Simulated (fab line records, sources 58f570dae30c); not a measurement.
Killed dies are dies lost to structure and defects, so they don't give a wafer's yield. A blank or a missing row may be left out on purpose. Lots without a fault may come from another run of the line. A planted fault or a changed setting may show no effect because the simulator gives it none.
fab line records | flow berkeley_cmos170
record lots=6 wafers=18 last_day=12
route steps=331 shown GATE@125 FIELD@126
lots that met no fault: from a run of the same line without faults
start_h: hours from the record's first day to the start of the lot's first wafer shown | wait_h: hours since the lot's step before | " the same as in the row above | L1.1+2: a row that stands for several wafers | - no value, or no start given | * or withheld: withheld | < > ~ a bound
route shown NAME@n: a module of which the file shows steps, and the number in the route of the first | usual: mean/standard deviation of fault-free wafers | same: alike in all rows | chamber/n: place in a boat | sites: the reading at each site | _std_site: their standard deviation | _edge_site: outer sites' mean less inner sites' | radius_mm: how far each site lies from the wafer's centre | mask NAME#n: copy n | behind: the tool/chamber that last shaped the wafer | hold: why the lot was held/for how many hours/how that ended | device: the transistor (n, p or np) that didn't switch | end of line: the same wafers' tests at the end of the route | a step without rows: its recipe alone | killed: dies lost to structure and defects at the first sort, not the wafer's yield | map: a wafer's dies, x killed, . not, _ none there
set.NAME: the setting as run; set.NAME@STEP: as run at that earlier step | model.NAME: the simulator's own value behind a step, which no gauge read
lots at some steps of the route; a table a step, a row a wafer
## steps
# step UCB170_GATE_WET_ETCH_00
# recipe chemistry=dHF dilution=25:1 target=SiO2 temp_c=25 time_s=200
# step UCB170_FIELD_THK_MEAS_91
# recipe reads=SiO2_of_FIELD_OXIDATION_01
# usual FIELD_OXIDE_LEFT_2_THK=352/13
# columns lot.wafer tool chamber start_h wait_h FIELD_OXIDE_LEFT_2_THK[nm]
L237.2 film_metro-02 - 150.13 0.0 344
L237.5 " - " " 334
L237.6 " - " " 332
L244.4 film_metro-04 - 180.97 0.0 359
L244.5 " - " " 362
L244.6 " - " " 355
L246.1 film_metro-04 - 186.42 0.0 363
L246.2 " - " " 363
L246.4 " - " " 362
L248.2 film_metro-04 - 194.01 0.0 360
L248.3 " - " " 354
L248.6 " - " " 359
L252.1 film_metro-02 - 222.66 0.0 377
L252.3 " - " " 376
L252.4 " - " " 367
L253.3 film_metro-04 - 228.10 0.0 372
L253.4 " - " " 371
L253.6 " - " " 372
# step UCB170_GATE_OXIDATION_01
# recipe temp_c=850 ambient=O2 target_thk_a=66 ox_time_s=1800
# step UCB170_GATE_THK_MEAS_02
# recipe reads=SiO2_of_GATE_OXIDATION_01
# usual GATE_OXIDE_THK=6.50/0.13
# columns lot.wafer tool chamber start_h wait_h GATE_OXIDE_THK[nm]
L237.2 film_metro-04 - 152.18 0.0 6.59
L237.5 " - " " 6.64
L237.6 " - " " 6.55
L244.4 film_metro-04 - 187.78 0.0 6.53
L244.5 " - " " 6.50
L244.6 " - " " 6.50
L246.1 film_metro-04 - 192.08 0.0 6.53
L246.2 " - " " 6.40
L246.4 " - " " 6.45
L248.2 film_metro-03 - 198.74 0.0 6.59
L248.3 " - " " 6.43
L248.6 " - " " 6.68
L252.1 film_metro-04 - 225.75 0.0 6.45
L252.3 " - " " 6.45
L252.4 " - " " 6.57
L253.3 film_metro-03 - 233.47 0.0 6.45
L253.4 " - " " 6.43
L253.6 " - " " 6.41
# step UCB170_GATE_ANNEAL_03
# recipe temp_c=900 time_s=1800 ambient=N2
# step UCB170_GATE_CVD_04
# recipe material=poly-Si temp_c=610 precursor=SiH4 time_s=1440 pressure_mtorr=375 target_thk_nm=214 sih4_flow_sccm=120
# step UCB170_GATE_THK_MEAS_05
# recipe reads=poly-Si_of_GATE_CVD_04
# usual GATE_POLY_THK=213.5/2.2
# columns lot.wafer tool chamber start_h wait_h GATE_POLY_THK[nm]
L237.2 film_metro-03 - 156.89 0.0 212.8
L237.5 " - " " 212.7
L237.6 " - " " 212.2
L244.4 film_metro-03 - 196.68 0.0 210.9
L244.5 " - " " 210.2
L244.6 " - " " 209.5
L246.1 film_metro-03 - 196.71 0.1 211.7
L246.2 " - " " 210.9
L246.4 " - " " 209.8
L248.2 film_metro-01 - 204.34 0.0 215.6
L248.3 " - " " 214.9
L248.6 " - " " 213.5
L252.1 film_metro-03 - 233.10 0.0 213.6
L252.3 " - " " 214.1
L252.4 " - " " 212.3
L253.3 film_metro-04 - 239.12 0.0 216.7
L253.4 " - " " 213.8
L253.6 " - " " 214.7
# step UCB170_GATE_COAT_06
# recipe resist=BARC temp_c=withheld time_s=withheld spin_rpm=3000 resist_thk_nm=withheld
# step UCB170_GATE_COAT_07
# recipe resist=KrF spin_rpm=1529 resist_thk_nm=900
# step UCB170_GATE_SOFTBAKE_08
# recipe resist=KrF temp_c=130 time_s=60
# step UCB170_GATE_EXPOSE_09
# recipe mask_id=POLY target_cd_nm=350 na=0.5 sigma_outer=0.6 source_shape=conventional dose_mj=21
# step UCB170_GATE_PEB_10
# recipe peb_temp_c=130 peb_time_s=withheld resist=KrF
# step UCB170_GATE_DEVELOP_11
# recipe developer=TMAH develop_time_s=45 resist=KrF dev_temp_c=21
# usual chill_plate_temp_C=22.98/0.097 develop_time_s=45/0
# columns lot.wafer tool chamber start_h wait_h chill_plate_temp_C develop_time_s model.KrF_of_GATE_COAT_07.thk_nm
L237.2 litho_track-02 0 157 - 22.97 45 877.7
L237.5 " 0 158 - 22.94 45 876.7
L237.6 " 0 " " 22.89 45 877.5
L244.4 litho_track-03 0 198 - 22.88 45 878.7
L244.5 " 0 " " 23.00 45 876.3
L244.6 " 0 " " 23.12 45 878.7
L246.1 litho_track-02 - 198 - - - 890.1
L246.2 " - " " - - 891.1
L246.4 " - " " - - 887.5
L248.2 litho_track-01 - 205 - - - 891.7
L248.3 " - " " - - 891.3
L248.6 " - " " - - 890.7
L252.1 litho_track-01 0 234 - 23.10 45 877.9
L252.3 " 0 " " 23.07 45 874.5
L252.4 " 0 " " 23.03 45 875.8
L253.3 litho_track-01 0 240 - 22.82 45 881.9
L253.4 " 0 " " 22.69 45 878.2
L253.6 " 0 " " 22.92 45 883.8
# step UCB170_GATE_CD_MEAS_12
# recipe target_cd_nm=350
# usual cd_nm=349.0/1.2
# columns lot.wafer tool chamber start_h wait_h cd_nm
L237.2 cd_sem-02 - 158.10 - 348.4
L237.5 " - " " 348.1
L237.6 " - " " 347.4
L244.4 cd_sem-01 - 198.39 - 349.8
L244.5 " - " " 350.2
L244.6 " - " " 348.6
L246.1 cd_sem-02 - 198.88 - -
L246.2 " - " " -
L246.4 " - " " -
L248.2 cd_sem-02 - 205.64 - -
L248.3 " - " " -
L248.6 " - " " -
L252.1 cd_sem-01 - 234.33 - 348.4
L252.3 " - " " 349.6
L252.4 " - " " 347.7
L253.3 cd_sem-02 - 240.20 - 348.9
L253.4 " - " " 348.5
L253.6 " - " " 350.7
## key
first_sign step=UCB170_GATE_DEVELOP_11 reading=tool_record direction=missing
effect none on later readings
model_effect step=UCB170_GATE_DEVELOP_11 value=KrF_of_GATE_COAT_07.thk_nm without=876.2 struck=890.4
met_at UCB170_GATE_DEVELOP_11
struck_wafers L246.1,L246.2,L246.4,L248.2,L248.3,L248.6
later_rows_left_out L246.1,L246.2,L246.4,L248.2,L248.3,L248.6
sort_left_out L246.1,L246.2,L246.4,L248.2,L248.3,L248.6
tester_left_out L246,L248
fault kind=skipped_step_whole tool=litho_track-01,litho_track-02 chamber=- onset_h=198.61 steps=UCB170_GATE_DEVELOP_11 scope=struck_lots_only
# tester_left_out: of these lots the tester's yield and bins aren't shown, on N5 and GAA mostly nor the transistor test; their killed dies are dies lost to structure and defects alone, not to doping, threshold or leakage, so they don't give the yield
# sort_left_out: the simulated sort isn't trusted on such a fault, so these wafers' sort isn't shown, and their yield isn't known
# later_rows_left_out: the simulator's readings of these wafers behind a module that went badly wrong aren't trusted and aren't shown, but for the sort
